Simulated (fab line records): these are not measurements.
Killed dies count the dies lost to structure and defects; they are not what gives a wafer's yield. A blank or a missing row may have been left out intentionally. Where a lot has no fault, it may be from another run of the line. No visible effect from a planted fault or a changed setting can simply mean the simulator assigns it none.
fab line records -- flow ritCmos
record: lots: 14, wafers: 42, lastDay: 7
route steps=202 shown PLDD@122
lots with no fault: from the same line, run without faults
startH: the number of hours between the record's first day and the start of the first shown wafer of the lot -- waitH: hours elapsed since this lot's preceding step -- " as in the row above -- L1.1+2: several wafers, shown together as one row -- - either no value or no given start -- * or withheld: withheld -- < > ~ a bound
route shown NAME@n: a module of which the file shows steps, and the number in the route of the first -- usual: mean/standard deviation of fault-free wafers -- same: alike in all rows -- chamber/n: place in a boat -- sites: each site's reading -- _std_site: the standard deviation of these -- _edge_site: mean of outer sites minus mean of inner sites -- radiusMm: for every site, how far away it sits from the centre of the wafer -- mask NAME#n: copy n -- behind: the tool/chamber that last shaped the wafer -- hold: why the lot was held/for how many hours/how that ended -- device: transistor that didn't switch, given as n, p or np -- end of line: the tests these same wafers got at the end of their route -- where a step has no rows: the recipe by itself -- killed: not the wafer's yield, but the dies lost to structure and defects at the first sort -- map: a wafer's dies, x killed, . not, _ none there
set.NAME: setting as actually run; set.NAME@STEP: the setting as run at that earlier step -- model.NAME: the simulator's own value behind a step, which no gauge read
steps of the route over a sample of lots; a table a step, a row a wafer
services: a tool's chamber out of use, with start hour (startH, from the record's first day; less than 0 if before it), hours out, and reason
== steps ==
step: RIT_PLDD_IMPLANT_08
recipe: species: BF2, energyKev: 20, doseCm2: 9e+14, tiltDeg: 7
usual: beamEnergyKeV: 20.000/0.0055, doseIonsCm2: 9e+14/1e+12, faradayCurrentUA: 2825/59
lot.wafer,tool,chamber,startH,waitH,beamEnergyKeV,doseIonsCm2,faradayCurrentUA
L999.1,implanter-02,0,48.80,0.1,19.995,9.017e+14,2954
L999.3,implanter-02,0,48.80,0.1,19.994,8.993e+14,2784
L999.6,implanter-02,0,48.80,0.1,19.990,9.002e+14,2818
L101.1,implanter-04,0,58.72,0.1,19.996,8.995e+14,2807
L101.5,implanter-04,0,58.72,0.1,19.989,8.999e+14,2781
L101.6,implanter-04,0,58.72,0.1,19.990,9.004e+14,2728
L102.1,implanter-03,0,62.61,0.1,19.995,8.981e+14,2821
L102.3,implanter-03,0,62.61,0.1,20.005,8.993e+14,2826
L102.4,implanter-03,0,62.61,0.1,19.993,8.992e+14,2957
L103.2,implanter-04,0,67.66,0.1,20.001,9.008e+14,2799
L103.3,implanter-04,0,67.66,0.1,19.997,9.001e+14,2804
L103.4,implanter-04,0,67.66,0.1,20.000,8.994e+14,2822
L104.2,implanter-03,0,73.38,0.1,19.996,9.007e+14,2777
L104.4,implanter-03,0,73.38,0.1,20.003,9.004e+14,2821
L104.5,implanter-03,0,73.38,0.1,20.000,8.996e+14,2860
L108.1,implanter-02,0,92.86,0.1,20.007,8.998e+14,2810
L108.4,implanter-02,0,92.86,0.1,20.003,9.013e+14,2834
L108.5,implanter-02,0,92.86,0.1,20.011,8.993e+14,2770
L109.2,implanter-02,0,97.34,0.1,20.004,8.989e+14,2872
L109.3,implanter-02,0,97.34,0.1,20.009,9.004e+14,2886
L109.4,implanter-02,0,97.34,0.1,20.020,8.986e+14,2862
L110.4,implanter-04,0,104.55,0.1,20.002,9.006e+14,2865
L110.5,implanter-04,0,104.55,0.1,20.001,8.999e+14,2825
L110.6,implanter-04,0,104.55,0.1,20.003,9.017e+14,2900
L114.2,implanter-02,0,122.75,0.1,20.000,8.998e+14,2872
L114.3,implanter-02,0,122.75,0.1,20.000,9e+14,2919
L114.4,implanter-02,0,122.75,0.1,19.996,9.018e+14,2724
L117.1,implanter-03,0,137.75,0.1,20.005,9.005e+14,2772
L117.2,implanter-03,0,137.75,0.1,19.997,8.995e+14,2774
L117.4,implanter-03,0,137.75,0.1,20.001,8.998e+14,2795
L118.1,implanter-03,0,143.69,0.1,19.997,9.027e+14,2810
L118.4,implanter-03,0,143.69,0.1,19.996,8.999e+14,2771
L118.5,implanter-03,0,143.69,0.1,19.998,9.016e+14,2808
L119.1,implanter-02,0,148.35,0.1,25.990,8.993e+14,2787
L119.3,implanter-02,0,148.35,0.1,26.003,9e+14,2883
L119.6,implanter-02,0,148.35,0.1,26.003,8.989e+14,2745
L120.1,implanter-02,0,155.09,0.1,25.995,9.007e+14,2833
L120.4,implanter-02,0,155.09,0.1,25.995,9.018e+14,2774
L120.6,implanter-02,0,155.09,0.1,26.004,8.993e+14,2884
L121.2,implanter-03,0,159.34,0.1,19.996,8.986e+14,2654
L121.4,implanter-03,0,159.34,0.1,19.995,9.002e+14,2848
L121.6,implanter-03,0,159.34,0.1,20.001,9.009e+14,2746
step: RIT_PLDD_TW_MEAS_10
usual: PLDD_TW: 2345/23
lot.wafer,tool,chamber,startH,waitH,PLDD_TW
L999.1,filmMetro-03,-,49.13,0.1,2357
L999.3,filmMetro-03,-,49.13,0.1,2351
L999.6,filmMetro-03,-,49.13,0.1,2374
L101.1,filmMetro-03,-,59.04,0.1,2350
L101.5,filmMetro-03,-,59.04,0.1,2375
L101.6,filmMetro-03,-,59.04,0.1,2362
L102.1,filmMetro-01,-,62.93,0.1,2341
L102.3,filmMetro-01,-,62.93,0.1,2334
L102.4,filmMetro-01,-,62.93,0.1,2348
L103.2,filmMetro-01,-,67.97,0.1,2348
L103.3,filmMetro-01,-,67.97,0.1,2357
L103.4,filmMetro-01,-,67.97,0.1,2347
L104.2,filmMetro-03,-,73.69,0.1,2379
L104.4,filmMetro-03,-,73.69,0.1,2376
L104.5,filmMetro-03,-,73.69,0.1,2379
L108.1,filmMetro-01,-,93.18,0.1,2359
L108.4,filmMetro-01,-,93.18,0.1,2359
L108.5,filmMetro-01,-,93.18,0.1,2338
L109.2,filmMetro-03,-,97.65,0.1,2367
L109.3,filmMetro-03,-,97.65,0.1,2390
L109.4,filmMetro-03,-,97.65,0.1,2373
L110.4,filmMetro-04,-,104.83,0.1,2312
L110.5,filmMetro-04,-,104.83,0.1,2318
L110.6,filmMetro-04,-,104.83,0.1,2324
L114.2,filmMetro-04,-,123.06,0.1,2313
L114.3,filmMetro-04,-,123.06,0.1,2306
L114.4,filmMetro-04,-,123.06,0.1,2321
L117.1,filmMetro-04,-,138.08,0.1,2321
L117.2,filmMetro-04,-,138.08,0.1,2309
L117.4,filmMetro-04,-,138.08,0.1,2331
L118.1,filmMetro-04,-,144.01,0.1,2311
L118.4,filmMetro-04,-,144.01,0.1,2316
L118.5,filmMetro-04,-,144.01,0.1,2319
L119.1,filmMetro-03,-,148.67,0.1,2531
L119.3,filmMetro-03,-,148.67,0.1,2539
L119.6,filmMetro-03,-,148.67,0.1,2530
L120.1,filmMetro-01,-,155.41,0.1,2539
L120.4,filmMetro-01,-,155.41,0.1,2536
L120.6,filmMetro-01,-,155.41,0.1,2537
L121.2,filmMetro-04,-,159.65,0.1,2330
L121.4,filmMetro-04,-,159.65,0.1,2324
L121.6,filmMetro-04,-,159.65,0.1,2322
step: RIT_SDANNEAL_RS_MEAS_06
recipe: thkMeasGauge: four-point-probe
usual: PLDD_RS: 178.6/0.53
lot.wafer,tool,chamber,startH,waitH,PLDD_RS[ohm/sq]
L999.1,filmMetro-04,-,55.56,0.1,177.7
L999.3,filmMetro-04,-,55.56,0.1,177.5
L999.6,filmMetro-04,-,55.56,0.1,177.6
L101.1,filmMetro-01,-,65.24,0.1,178.6
L101.5,filmMetro-01,-,65.24,0.1,178.8
L101.6,filmMetro-01,-,65.24,0.1,178.7
L102.1,filmMetro-04,-,69.25,0.1,178.1
L102.3,filmMetro-04,-,69.25,0.1,178.8
L102.4,filmMetro-04,-,69.25,0.1,178.0
L103.2,filmMetro-04,-,74.40,0.1,179.2
L103.3,filmMetro-04,-,74.40,0.1,178.9
L103.4,filmMetro-04,-,74.40,0.1,178.8
L104.2,filmMetro-04,-,79.93,0.1,178.9
L104.4,filmMetro-04,-,79.93,0.1,178.7
L104.5,filmMetro-04,-,79.93,0.1,178.7
L108.1,filmMetro-04,-,99.72,0.1,178.8
L108.4,filmMetro-04,-,99.72,0.1,178.5
L108.5,filmMetro-04,-,99.72,0.1,179.0
L109.2,filmMetro-04,-,104.27,0.1,177.7
L109.3,filmMetro-04,-,104.27,0.1,178.0
L109.4,filmMetro-04,-,104.27,0.1,178.0
L110.4,filmMetro-03,-,111.05,0.1,178.8
L110.5,filmMetro-03,-,111.05,0.1,178.8
L110.6,filmMetro-03,-,111.05,0.1,179.1
L114.2,filmMetro-03,-,129.25,0.1,178.6
L114.3,filmMetro-03,-,129.25,0.1,178.3
L114.4,filmMetro-03,-,129.25,0.1,178.3
L117.1,filmMetro-03,-,144.41,0.1,180.2
L117.2,filmMetro-03,-,144.41,0.1,180.5
L117.4,filmMetro-03,-,144.41,0.1,179.9
L118.1,filmMetro-04,-,150.11,0.1,179.1
L118.4,filmMetro-04,-,150.11,0.1,179.3
L118.5,filmMetro-04,-,150.11,0.1,179.2
L119.1,filmMetro-04,-,155.03,0.1,163.6
L119.3,filmMetro-04,-,155.03,0.1,163.6
L119.6,filmMetro-04,-,155.03,0.1,163.7
L120.1,filmMetro-03,-,161.98,0.1,163.0
L120.4,filmMetro-03,-,161.98,0.1,163.6
L120.6,filmMetro-03,-,161.98,0.1,163.5
L121.2,filmMetro-04,-,165.98,0.1,178.5
L121.4,filmMetro-04,-,165.98,0.1,178.6
L121.6,filmMetro-04,-,165.98,0.1,178.4
== services ==
tool,chamber,startH,hours,kind
implanter-02,-,26.43,3.8,repair
implanter-02,-,57.03,3.3,repair
implanter-03,-,58.39,4.1,pm
implanter-04,-,74.82,4.0,repair
implanter-04,-,114.80,5.0,repair
implanter-02,-,141.49,2.8,repair
== key ==
firstSign: step: RIT_PLDD_IMPLANT_08, reading: beamEnergyKeV, direction: up, sigmas: 99+, usual: 20.000, struck: 25.998
effect: step: RIT_PLDD_TW_MEAS_10, reading: PLDD_TW, direction: up, sigmas: 8.4, usual: 2345, struck: 2535
effect: step: RIT_SDANNEAL_RS_MEAS_06, reading: PLDD_RS, direction: down, sigmas: 29, usual: 178.6, struck: 163.5
metAt RIT_PLDD_IMPLANT_08
struckLots L119,L120
testerLeftOut L119,L120
onsetBetween 122.75 148.35
fault: kind: processParameterDrift, tool: implanter-02, chamber: -, onsetH: 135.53, steps: RIT_PLDD_IMPLANT_08, channel: energyKev, offset: 6, shape: step, endH: 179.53, actsIn: theseRecipesOnly, stated: 20
testerLeftOut: of these lots the tester's yield and bins aren't shown, on N5 and GAA mostly nor the transistor test; their killed dies are dies lost to structure and defects alone, not to doping, threshold or leakage, so they don't give the yield
